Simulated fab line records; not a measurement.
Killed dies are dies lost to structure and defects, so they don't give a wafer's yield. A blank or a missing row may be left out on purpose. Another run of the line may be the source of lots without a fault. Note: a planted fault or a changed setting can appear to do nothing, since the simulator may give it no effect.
fab line records :: flow berkeleyCmos170 :: part 2 of 2: steps 25 to 34 of 34
[record]
  lots = 5
  wafers = 15
  lastDay = 13
route steps=331 shown FIELD@92 SACOX@97 SCREENOX@100 NVT@104 PVT@115 GATE@125
lots that met no fault: from a run of the same line without faults
startH: hours from the record's opening day to when the first of the lot's shown wafers began :: waitH: time in hours since the lot's previous step :: " identical to the entry in the row above :: L1.1+2: a row that stands for several wafers :: - no value present, or no start provided :: * or withheld: withheld :: < > ~ a bound
route shown NAME@n: NAME is a module with steps in the file, n the number in the route of the first one :: usual: mean/standard deviation taken from wafers without a fault :: same: alike in all rows :: chamber/n: place in a boat :: sites: the reading at each site :: _std_site: how widely they spread, as a standard deviation :: _edge_site: outer sites' mean less inner sites' :: radiusMm: for every site, how far away it sits from the centre of the wafer :: mask NAME#n: copy n :: behind: the last tool/chamber to shape the wafer :: hold: why the lot went on hold/how many hours it stayed there/how the hold came to an end :: device: names the non-switching transistor (n, p or np) :: end of line: at the end of the route, the tests of the same wafers :: a step without rows: its recipe alone :: killed: the dies lost at the first sort to structure and to defects; this is not the yield of the wafer :: map: dies across one wafer; x = killed, . = not, _ = none there
set.NAME: setting as actually run; set.NAME@STEP: the setting as run at that earlier step :: model.NAME: the simulator's own value behind a step, which no gauge read
a table for each step, a row for each wafer; lots at some steps of the route
services: when a tool's chamber went out of use (startH, in hours from the record's first day, below 0 if earlier), for how many hours, and the reason
[[steps]]
[step UCB170_PVT_COAT_01]
[recipe]
  resist = KrF
  spinRpm = 1500
  resistThkNm = 900
[usual]
  exhaustPa = 44.8/0.88
  resistLineTempC = 22.99/0.1
  spinSpeedRpm = 1499.8/1
lot.wafer: L075.1
tool: lithoTrack-04
chamber: 0
startH: 150.77
waitH: 0.1
exhaustPa: 44.5
resistLineTempC: 23.14
spinSpeedRpm: 1499.4

lot.wafer: L075.2
tool: lithoTrack-04
chamber: 0
startH: 150.77
waitH: 0.1
exhaustPa: 45.5
resistLineTempC: 23.10
spinSpeedRpm: 1497.9

lot.wafer: L075.4
tool: lithoTrack-04
chamber: 0
startH: 150.77
waitH: 0.1
exhaustPa: 46.1
resistLineTempC: 23.11
spinSpeedRpm: 1499.9

lot.wafer: L078.1
tool: lithoTrack-04
chamber: 0
startH: 170.73
waitH: 0.1
exhaustPa: 43.7
resistLineTempC: 23.06
spinSpeedRpm: 1502.3

lot.wafer: L078.4
tool: lithoTrack-04
chamber: 0
startH: 170.73
waitH: 0.1
exhaustPa: 43.2
resistLineTempC: 23.06
spinSpeedRpm: 1499.5

lot.wafer: L078.6
tool: lithoTrack-04
chamber: 0
startH: 170.73
waitH: 0.1
exhaustPa: 44.1
resistLineTempC: 22.92
spinSpeedRpm: 1499.6

lot.wafer: L083.2
tool: lithoTrack-04
chamber: 0
startH: 178.47
waitH: 0.1
exhaustPa: 45.1
resistLineTempC: 23.20
spinSpeedRpm: 1501.2

lot.wafer: L083.4
tool: lithoTrack-04
chamber: 0
startH: 178.47
waitH: 0.1
exhaustPa: 44.7
resistLineTempC: 23.22
spinSpeedRpm: 1501.6

lot.wafer: L083.5
tool: lithoTrack-04
chamber: 0
startH: 178.47
waitH: 0.1
exhaustPa: 46.2
resistLineTempC: 23.07
spinSpeedRpm: 1499.5

lot.wafer: L088.4
tool: lithoTrack-02
chamber: 0
startH: 201.35
waitH: 0.1
exhaustPa: 45.2
resistLineTempC: 23.01
spinSpeedRpm: 1499.4

lot.wafer: L088.5
tool: lithoTrack-02
chamber: 0
startH: 201.35
waitH: 0.1
exhaustPa: 43.1
resistLineTempC: 23.21
spinSpeedRpm: 1499.4

lot.wafer: L088.6
tool: lithoTrack-02
chamber: 0
startH: 201.35
waitH: 0.1
exhaustPa: 43.5
resistLineTempC: 23.06
spinSpeedRpm: 1501.9

lot.wafer: L096.1
tool: lithoTrack-04
chamber: 0
startH: 246.72
waitH: 0.1
exhaustPa: 44.6
resistLineTempC: 22.94
spinSpeedRpm: 1498.0

lot.wafer: L096.5
tool: lithoTrack-04
chamber: 0
startH: 246.72
waitH: 0.1
exhaustPa: 45.0
resistLineTempC: 22.93
spinSpeedRpm: 1500.8

lot.wafer: L096.6
tool: lithoTrack-04
chamber: 0
startH: 246.72
waitH: 0.1
exhaustPa: 46.0
resistLineTempC: 22.82
spinSpeedRpm: 1500.6
[step UCB170_PVT_SOFTBAKE_02]
[recipe]
  resist = KrF
  tempC = 130
  timeS = 60
[usual]
  exhaustPa = 44.7/0.77
  resistLineTempC = 23.01/0.12
lot.wafer: L075.1
tool: lithoTrack-04
chamber: 0
startH: 150.92
waitH: 0.1
exhaustPa: 44.7
resistLineTempC: 23.07

lot.wafer: L075.2
tool: lithoTrack-04
chamber: 0
startH: 150.92
waitH: 0.1
exhaustPa: 44.6
resistLineTempC: 22.98

lot.wafer: L075.4
tool: lithoTrack-04
chamber: 0
startH: 150.92
waitH: 0.1
exhaustPa: 44.3
resistLineTempC: 23.07

lot.wafer: L078.1
tool: lithoTrack-04
chamber: 0
startH: 170.88
waitH: 0.1
exhaustPa: 45.5
resistLineTempC: 22.93

lot.wafer: L078.4
tool: lithoTrack-04
chamber: 0
startH: 170.88
waitH: 0.1
exhaustPa: 45.9
resistLineTempC: 22.99

lot.wafer: L078.6
tool: lithoTrack-04
chamber: 0
startH: 170.88
waitH: 0.1
exhaustPa: 45.7
resistLineTempC: 22.83

lot.wafer: L083.2
tool: lithoTrack-04
chamber: 0
startH: 178.62
waitH: 0.1
exhaustPa: 44.7
resistLineTempC: 23.21

lot.wafer: L083.4
tool: lithoTrack-04
chamber: 0
startH: 178.62
waitH: 0.1
exhaustPa: 44.3
resistLineTempC: 23.31

lot.wafer: L083.5
tool: lithoTrack-04
chamber: 0
startH: 178.62
waitH: 0.1
exhaustPa: 44.5
resistLineTempC: 23.12

lot.wafer: L088.4
tool: lithoTrack-02
chamber: 0
startH: 201.50
waitH: 0.1
exhaustPa: 44.8
resistLineTempC: 23.30

lot.wafer: L088.5
tool: lithoTrack-02
chamber: 0
startH: 201.50
waitH: 0.1
exhaustPa: 45.7
resistLineTempC: 23.18

lot.wafer: L088.6
tool: lithoTrack-02
chamber: 0
startH: 201.50
waitH: 0.1
exhaustPa: 44.9
resistLineTempC: 23.07

lot.wafer: L096.1
tool: lithoTrack-04
chamber: 0
startH: 246.87
waitH: 0.1
exhaustPa: 43.8
resistLineTempC: 23.06

lot.wafer: L096.5
tool: lithoTrack-04
chamber: 0
startH: 246.87
waitH: 0.1
exhaustPa: 43.1
resistLineTempC: 23.13

lot.wafer: L096.6
tool: lithoTrack-04
chamber: 0
startH: 246.87
waitH: 0.1
exhaustPa: 45.1
resistLineTempC: 23.06
[step UCB170_PVT_EXPOSE_03]
[recipe]
  maskId = NWELL
  targetCdNm = 3000
  na = 0.5
  sigmaOuter = 0.6
  sourceShape = conventional
  doseMj = 30
[usual]
  stageVelMmS = 500.05/0.26
lot.wafer: L075.1
tool: krfScanner-01
chamber: 0
startH: 151.20
waitH: 0.2
mask: NWELL#0
stageVelMmS: 500.12

lot.wafer: L075.2
tool: krfScanner-01
chamber: 0
startH: 151.20
waitH: 0.2
mask: NWELL#0
stageVelMmS: 500.28

lot.wafer: L075.4
tool: krfScanner-01
chamber: 0
startH: 151.20
waitH: 0.2
mask: NWELL#0
stageVelMmS: 500.00

lot.wafer: L078.1
tool: krfScanner-02
chamber: 0
startH: 171.04
waitH: 0.1
mask: NWELL#0
stageVelMmS: 499.99

lot.wafer: L078.4
tool: krfScanner-02
chamber: 0
startH: 171.04
waitH: 0.1
mask: NWELL#0
stageVelMmS: 500.17

lot.wafer: L078.6
tool: krfScanner-02
chamber: 0
startH: 171.04
waitH: 0.1
mask: NWELL#0
stageVelMmS: 500.35

lot.wafer: L083.2
tool: krfScanner-01
chamber: 0
startH: 178.77
waitH: 0.1
mask: NWELL#0
stageVelMmS: 499.86

lot.wafer: L083.4
tool: krfScanner-01
chamber: 0
startH: 178.77
waitH: 0.1
mask: NWELL#0
stageVelMmS: 499.77

lot.wafer: L083.5
tool: krfScanner-01
chamber: 0
startH: 178.77
waitH: 0.1
mask: NWELL#0
stageVelMmS: 500.25

lot.wafer: L088.4
tool: krfScanner-02
chamber: 0
startH: 201.63
waitH: 0.1
mask: NWELL#0
stageVelMmS: 500.05

lot.wafer: L088.5
tool: krfScanner-02
chamber: 0
startH: 201.63
waitH: 0.1
mask: NWELL#0
stageVelMmS: 500.25

lot.wafer: L088.6
tool: krfScanner-02
chamber: 0
startH: 201.63
waitH: 0.1
mask: NWELL#0
stageVelMmS: 499.77

lot.wafer: L096.1
tool: krfScanner-01
chamber: 0
startH: 247.02
waitH: 0.1
mask: NWELL#0
stageVelMmS: 500.51

lot.wafer: L096.5
tool: krfScanner-01
chamber: 0
startH: 247.02
waitH: 0.1
mask: NWELL#0
stageVelMmS: 500.44

lot.wafer: L096.6
tool: krfScanner-01
chamber: 0
startH: 247.02
waitH: 0.1
mask: NWELL#0
stageVelMmS: 500.52
[step UCB170_PVT_PEB_04]
[recipe]
  pebTempC = 130
  pebTimeS = withheld
  resist = KrF
[usual]
  exhaustPa = 44.8/0.94
  resistLineTempC = 22.98/0.11
lot.wafer: L075.1
tool: lithoTrack-03
chamber: 0
startH: 152.01
waitH: 0.8
exhaustPa: 43.8
resistLineTempC: 22.90

lot.wafer: L075.2
tool: lithoTrack-03
chamber: 0
startH: 152.01
waitH: 0.8
exhaustPa: 45.7
resistLineTempC: 23.20

lot.wafer: L075.4
tool: lithoTrack-03
chamber: 0
startH: 152.01
waitH: 0.8
exhaustPa: 45.5
resistLineTempC: 22.94

lot.wafer: L078.1
tool: lithoTrack-02
chamber: 0
startH: 171.75
waitH: 0.7
exhaustPa: 45.4
resistLineTempC: 22.98

lot.wafer: L078.4
tool: lithoTrack-02
chamber: 0
startH: 171.75
waitH: 0.7
exhaustPa: 44.8
resistLineTempC: 23.20

lot.wafer: L078.6
tool: lithoTrack-02
chamber: 0
startH: 171.75
waitH: 0.7
exhaustPa: 44.3
resistLineTempC: 23.15

lot.wafer: L083.2
tool: lithoTrack-04
chamber: 0
startH: 178.89
waitH: 0.1
exhaustPa: 44.6
resistLineTempC: 23.05

lot.wafer: L083.4
tool: lithoTrack-04
chamber: 0
startH: 178.89
waitH: 0.1
exhaustPa: 44.1
resistLineTempC: 22.94

lot.wafer: L083.5
tool: lithoTrack-04
chamber: 0
startH: 178.89
waitH: 0.1
exhaustPa: 44.6
resistLineTempC: 23.01

lot.wafer: L088.4
tool: lithoTrack-02
chamber: 0
startH: 201.92
waitH: 0.3
exhaustPa: 44.0
resistLineTempC: 22.99

lot.wafer: L088.5
tool: lithoTrack-02
chamber: 0
startH: 201.92
waitH: 0.3
exhaustPa: 42.9
resistLineTempC: 23.00

lot.wafer: L088.6
tool: lithoTrack-02
chamber: 0
startH: 201.92
waitH: 0.3
exhaustPa: 44.8
resistLineTempC: 22.98

lot.wafer: L096.1
tool: lithoTrack-02
chamber: 0
startH: 247.46
waitH: 0.4
exhaustPa: 46.3
resistLineTempC: 22.97

lot.wafer: L096.5
tool: lithoTrack-02
chamber: 0
startH: 247.46
waitH: 0.4
exhaustPa: 43.9
resistLineTempC: 23.09

lot.wafer: L096.6
tool: lithoTrack-02
chamber: 0
startH: 247.46
waitH: 0.4
exhaustPa: 45.6
resistLineTempC: 22.84
[step UCB170_PVT_DEVELOP_05]
[recipe]
  developer = TMAH
  developTimeS = 45
  resist = KrF
  devTempC = 21
[usual]
  exhaustPa = 45.1/0.89
  resistLineTempC = 23.01/0.1
lot.wafer: L075.1
tool: lithoTrack-03
chamber: 0
startH: -
waitH: -
exhaustPa: 43.2
resistLineTempC: 22.98

lot.wafer: L075.2
tool: lithoTrack-03
chamber: 0
startH: -
waitH: -
exhaustPa: 45.6
resistLineTempC: 22.89

lot.wafer: L075.4
tool: lithoTrack-03
chamber: 0
startH: -
waitH: -
exhaustPa: 45.3
resistLineTempC: 22.94

lot.wafer: L078.1
tool: lithoTrack-02
chamber: 0
startH: -
waitH: -
exhaustPa: 45.4
resistLineTempC: 23.25

lot.wafer: L078.4
tool: lithoTrack-02
chamber: 0
startH: -
waitH: -
exhaustPa: 45.5
resistLineTempC: 23.00

lot.wafer: L078.6
tool: lithoTrack-02
chamber: 0
startH: -
waitH: -
exhaustPa: 45.1
resistLineTempC: 23.00

lot.wafer: L083.2
tool: lithoTrack-04
chamber: 0
startH: -
waitH: -
exhaustPa: 46.6
resistLineTempC: 23.00

lot.wafer: L083.4
tool: lithoTrack-04
chamber: 0
startH: -
waitH: -
exhaustPa: 45.7
resistLineTempC: 23.17

lot.wafer: L083.5
tool: lithoTrack-04
chamber: 0
startH: -
waitH: -
exhaustPa: 45.4
resistLineTempC: 23.07

lot.wafer: L088.4
tool: lithoTrack-02
chamber: 0
startH: -
waitH: -
exhaustPa: 44.2
resistLineTempC: 23.00

lot.wafer: L088.5
tool: lithoTrack-02
chamber: 0
startH: -
waitH: -
exhaustPa: 45.6
resistLineTempC: 22.89

lot.wafer: L088.6
tool: lithoTrack-02
chamber: 0
startH: -
waitH: -
exhaustPa: 45.6
resistLineTempC: 22.80

lot.wafer: L096.1
tool: lithoTrack-02
chamber: 0
startH: -
waitH: -
exhaustPa: 46.3
resistLineTempC: 23.02

lot.wafer: L096.5
tool: lithoTrack-02
chamber: 0
startH: -
waitH: -
exhaustPa: 46.3
resistLineTempC: 23.07

lot.wafer: L096.6
tool: lithoTrack-02
chamber: 0
startH: -
waitH: -
exhaustPa: 45.9
resistLineTempC: 22.95
[step UCB170_PVT_OVL_MEAS_06]
[usual]
  PVT_OVL = -1/5.9
lot.wafer: L075.1
tool: overlay-01
chamber: -
startH: 152.29
waitH: -
PVT_OVL[nm]: -2

lot.wafer: L075.2
tool: overlay-01
chamber: -
startH: 152.29
waitH: -
PVT_OVL[nm]: 1

lot.wafer: L075.4
tool: overlay-01
chamber: -
startH: 152.29
waitH: -
PVT_OVL[nm]: 4

lot.wafer: L078.1
tool: overlay-01
chamber: -
startH: 172.03
waitH: -
PVT_OVL[nm]: 3

lot.wafer: L078.4
tool: overlay-01
chamber: -
startH: 172.03
waitH: -
PVT_OVL[nm]: 0

lot.wafer: L078.6
tool: overlay-01
chamber: -
startH: 172.03
waitH: -
PVT_OVL[nm]: -3

lot.wafer: L083.2
tool: overlay-02
chamber: -
startH: 179.14
waitH: -
PVT_OVL[nm]: 9

lot.wafer: L083.4
tool: overlay-02
chamber: -
startH: 179.14
waitH: -
PVT_OVL[nm]: 6

lot.wafer: L083.5
tool: overlay-02
chamber: -
startH: 179.14
waitH: -
PVT_OVL[nm]: 4

lot.wafer: L088.4
tool: overlay-02
chamber: -
startH: 202.14
waitH: -
PVT_OVL[nm]: 8

lot.wafer: L088.5
tool: overlay-02
chamber: -
startH: 202.14
waitH: -
PVT_OVL[nm]: 11

lot.wafer: L088.6
tool: overlay-02
chamber: -
startH: 202.14
waitH: -
PVT_OVL[nm]: 6

lot.wafer: L096.1
tool: overlay-02
chamber: -
startH: 247.73
waitH: -
PVT_OVL[nm]: 6

lot.wafer: L096.5
tool: overlay-02
chamber: -
startH: 247.73
waitH: -
PVT_OVL[nm]: 4

lot.wafer: L096.6
tool: overlay-02
chamber: -
startH: 247.73
waitH: -
PVT_OVL[nm]: 0
[step UCB170_PVT_IMPLANT_07]
[recipe]
  species = P
  doseCm2 = 2e+12
  energyKev = 30
  tiltDeg = 7
lot.wafer: L075.1+2+4
tool: implanter-02
chamber: 0
startH: 152.32
waitH: 0.0

lot.wafer: L078.1+4+6
tool: implanter-03
chamber: 0
startH: 172.06
waitH: 0.0

lot.wafer: L083.2+4+5
tool: implanter-03
chamber: 0
startH: 179.20
waitH: 0.0

lot.wafer: L088.4+5+6
tool: implanter-04
chamber: 0
startH: 202.23
waitH: 0.1

lot.wafer: L096.1+5+6
tool: implanter-02
chamber: 0
startH: 247.77
waitH: 0.0
[step UCB170_PVT_STRIP_08]
[recipe]
  chemistry = O2
  powerW = 400
  pressureMtorr = 3500
  platenTempC = withheld
  o2FlowSccm = 400
  overashFraction = 0.5
[usual]
  drypumpMotorCurrentA = 5.9/0.43
  oesProductAu = 0.735/0.0043
  stripTimeToEndpointS = 21.62/0.07
lot.wafer: L075.1
tool: plasmaAsher-03
chamber: 0
startH: 152.47
waitH: 0.1
drypumpMotorCurrentA: 5.6
oesProductAu: 0.738
rfHoursCounterH: 39
stripTimeToEndpointS: 21.65

lot.wafer: L075.2
tool: plasmaAsher-03
chamber: 1
startH: 152.47
waitH: 0.1
drypumpMotorCurrentA: 5.3
oesProductAu: 0.729
rfHoursCounterH: 39
stripTimeToEndpointS: 21.60

lot.wafer: L075.4
tool: plasmaAsher-03
chamber: 1
startH: 152.47
waitH: 0.1
drypumpMotorCurrentA: 5.3
oesProductAu: 0.731
rfHoursCounterH: -
stripTimeToEndpointS: 21.67

lot.wafer: L078.1
tool: plasmaAsher-02
chamber: 0
startH: 172.21
waitH: 0.1
drypumpMotorCurrentA: 6.4
oesProductAu: 0.729
rfHoursCounterH: 45
stripTimeToEndpointS: 21.75

lot.wafer: L078.4
tool: plasmaAsher-02
chamber: 0
startH: 172.21
waitH: 0.1
drypumpMotorCurrentA: 6.4
oesProductAu: 0.731
rfHoursCounterH: -
stripTimeToEndpointS: 21.70

lot.wafer: L078.6
tool: plasmaAsher-02
chamber: 1
startH: 172.21
waitH: 0.1
drypumpMotorCurrentA: 5.9
oesProductAu: 0.731
rfHoursCounterH: -
stripTimeToEndpointS: 21.73

lot.wafer: L083.2
tool: plasmaAsher-04
chamber: 0
startH: 179.32
waitH: 0.1
drypumpMotorCurrentA: 6.6
oesProductAu: 0.739
rfHoursCounterH: 41
stripTimeToEndpointS: 21.49

lot.wafer: L083.4
tool: plasmaAsher-04
chamber: 0
startH: 179.32
waitH: 0.1
drypumpMotorCurrentA: 6.6
oesProductAu: 0.739
rfHoursCounterH: -
stripTimeToEndpointS: 21.55

lot.wafer: L083.5
tool: plasmaAsher-04
chamber: 1
startH: 179.32
waitH: 0.1
drypumpMotorCurrentA: 6.1
oesProductAu: 0.735
rfHoursCounterH: -
stripTimeToEndpointS: 21.53

lot.wafer: L088.4
tool: plasmaAsher-02
chamber: 0
startH: 202.34
waitH: 0.1
drypumpMotorCurrentA: 6.4
oesProductAu: 0.737
rfHoursCounterH: -
stripTimeToEndpointS: 21.80

lot.wafer: L088.5
tool: plasmaAsher-02
chamber: 1
startH: 202.34
waitH: 0.1
drypumpMotorCurrentA: 5.9
oesProductAu: 0.737
rfHoursCounterH: -
stripTimeToEndpointS: 21.74

lot.wafer: L088.6
tool: plasmaAsher-02
chamber: 0
startH: 202.34
waitH: 0.1
drypumpMotorCurrentA: 6.4
oesProductAu: 0.739
rfHoursCounterH: -
stripTimeToEndpointS: 21.71

lot.wafer: L096.1
tool: plasmaAsher-02
chamber: 1
startH: 247.92
waitH: 0.1
drypumpMotorCurrentA: 5.9
oesProductAu: 0.729
rfHoursCounterH: 54
stripTimeToEndpointS: 21.60

lot.wafer: L096.5
tool: plasmaAsher-02
chamber: 1
startH: 247.92
waitH: 0.1
drypumpMotorCurrentA: 5.9
oesProductAu: 0.740
rfHoursCounterH: -
stripTimeToEndpointS: 21.65

lot.wafer: L096.6
tool: plasmaAsher-02
chamber: 0
startH: 247.92
waitH: 0.1
drypumpMotorCurrentA: 6.4
oesProductAu: 0.737
rfHoursCounterH: -
stripTimeToEndpointS: 21.67
[step UCB170_PVT_TW_MEAS_09]
[usual]
  PVT_TW = 507/3.8
lot.wafer: L075.1
tool: filmMetro-04
chamber: -
startH: 152.57
waitH: 0.1
PVT_TW: 508

lot.wafer: L075.2
tool: filmMetro-04
chamber: -
startH: 152.57
waitH: 0.1
PVT_TW: 511

lot.wafer: L075.4
tool: filmMetro-04
chamber: -
startH: 152.57
waitH: 0.1
PVT_TW: 511

lot.wafer: L078.1
tool: filmMetro-02
chamber: -
startH: 172.31
waitH: 0.1
PVT_TW: 501

lot.wafer: L078.4
tool: filmMetro-02
chamber: -
startH: 172.31
waitH: 0.1
PVT_TW: 500

lot.wafer: L078.6
tool: filmMetro-02
chamber: -
startH: 172.31
waitH: 0.1
PVT_TW: 499

lot.wafer: L083.2
tool: filmMetro-01
chamber: -
startH: 179.43
waitH: 0.1
PVT_TW: 510

lot.wafer: L083.4
tool: filmMetro-01
chamber: -
startH: 179.43
waitH: 0.1
PVT_TW: 510

lot.wafer: L083.5
tool: filmMetro-01
chamber: -
startH: 179.43
waitH: 0.1
PVT_TW: 510

lot.wafer: L088.4
tool: filmMetro-02
chamber: -
startH: 202.44
waitH: 0.1
PVT_TW: 503

lot.wafer: L088.5
tool: filmMetro-02
chamber: -
startH: 202.44
waitH: 0.1
PVT_TW: 502

lot.wafer: L088.6
tool: filmMetro-02
chamber: -
startH: 202.44
waitH: 0.1
PVT_TW: 501

lot.wafer: L096.1
tool: filmMetro-01
chamber: -
startH: 248.02
waitH: 0.1
PVT_TW: 511

lot.wafer: L096.5
tool: filmMetro-01
chamber: -
startH: 248.02
waitH: 0.1
PVT_TW: 512

lot.wafer: L096.6
tool: filmMetro-01
chamber: -
startH: 248.02
waitH: 0.1
PVT_TW: 512
[step UCB170_GATE_WET_ETCH_00]
[recipe]
  chemistry = dHF
  dilution = 25:1
  target = SiO2
  tempC = 25
  timeS = 200
[usual]
  tempC = 25.01/0.12
lot.wafer: L075.1
tool: wetBench-03
chamber: 2
startH: 152.67
waitH: 0.1
tempC: 25.02

lot.wafer: L075.2
tool: wetBench-03
chamber: 2
startH: 152.67
waitH: 0.1
tempC: 25.16

lot.wafer: L075.4
tool: wetBench-03
chamber: 2
startH: 152.67
waitH: 0.1
tempC: 25.04

lot.wafer: L078.1
tool: wetBench-01
chamber: 1
startH: 172.37
waitH: 0.1
tempC: 25.07

lot.wafer: L078.4
tool: wetBench-01
chamber: 1
startH: 172.37
waitH: 0.1
tempC: 24.92

lot.wafer: L078.6
tool: wetBench-01
chamber: 1
startH: 172.37
waitH: 0.1
tempC: 25.16

lot.wafer: L083.2
tool: wetBench-01
chamber: 1
startH: 179.50
waitH: 0.1
tempC: 25.20

lot.wafer: L083.4
tool: wetBench-01
chamber: 1
startH: 179.50
waitH: 0.1
tempC: 25.02

lot.wafer: L083.5
tool: wetBench-01
chamber: 1
startH: 179.50
waitH: 0.1
tempC: 25.03

lot.wafer: L088.4
tool: wetBench-03
chamber: 3
startH: 202.47
waitH: 0.0
tempC: 24.88

lot.wafer: L088.5
tool: wetBench-03
chamber: 3
startH: 202.47
waitH: 0.0
tempC: 25.00

lot.wafer: L088.6
tool: wetBench-03
chamber: 3
startH: 202.47
waitH: 0.0
tempC: 24.81

lot.wafer: L096.1
tool: wetBench-03
chamber: 2
startH: 248.08
waitH: 0.1
tempC: 25.21

lot.wafer: L096.5
tool: wetBench-03
chamber: 2
startH: 248.08
waitH: 0.1
tempC: 25.18

lot.wafer: L096.6
tool: wetBench-03
chamber: 2
startH: 248.08
waitH: 0.1
tempC: 25.10
[[services]]
tool: furnace-02
chamber: -
startH: 110.26
hours: 6.1
kind: pm

tool: krfScanner-01
chamber: -
startH: 121.84
hours: 0.8
kind: pm

tool: implanter-02
chamber: -
startH: 122.96
hours: 1.2
kind: repair

tool: plasmaAsher-04
chamber: -
startH: 127.14
hours: 1.7
kind: repair

tool: plasmaAsher-04
chamber: -
startH: 127.64
hours: 11.0
kind: repair

tool: krfScanner-02
chamber: -
startH: 131.25
hours: 1.0
kind: pm

tool: krfScanner-02
chamber: -
startH: 157.45
hours: 0.8
kind: pm

tool: krfScanner-01
chamber: -
startH: 159.55
hours: 6.1
kind: repair

tool: implanter-03
chamber: -
startH: 162.43
hours: 3.8
kind: repair

tool: krfScanner-01
chamber: -
startH: 169.62
hours: 2.9
kind: repair

tool: implanter-02
chamber: -
startH: 172.92
hours: 5.2
kind: pm

tool: furnace-02
chamber: -
startH: 178.14
hours: 2.0
kind: pm

tool: implanter-01
chamber: -
startH: 178.55
hours: 2.4
kind: repair

tool: krfScanner-01
chamber: -
startH: 186.73
hours: 1.0
kind: pm

tool: plasmaAsher-04
chamber: -
startH: 192.81
hours: 0.7
kind: repair

tool: krfScanner-01
chamber: -
startH: 203.41
hours: 0.8
kind: pm

tool: krfScanner-01
chamber: -
startH: 205.16
hours: 1.3
kind: pm

tool: krfScanner-02
chamber: -
startH: 212.15
hours: 1.3
kind: pm

tool: krfScanner-02
chamber: -
startH: 213.45
hours: 3.6
kind: pm

tool: furnace-02
chamber: -
startH: 215.06
hours: 3.6
kind: pm

tool: krfScanner-02
chamber: -
startH: 218.06
hours: 1.0
kind: repair

tool: furnace-01
chamber: -
startH: 219.23
hours: 3.7
kind: pm

tool: plasmaAsher-02
chamber: -
startH: 241.70
hours: 2.9
kind: repair

tool: plasmaAsher-02
chamber: -
startH: 245.86
hours: 1.9
kind: repair
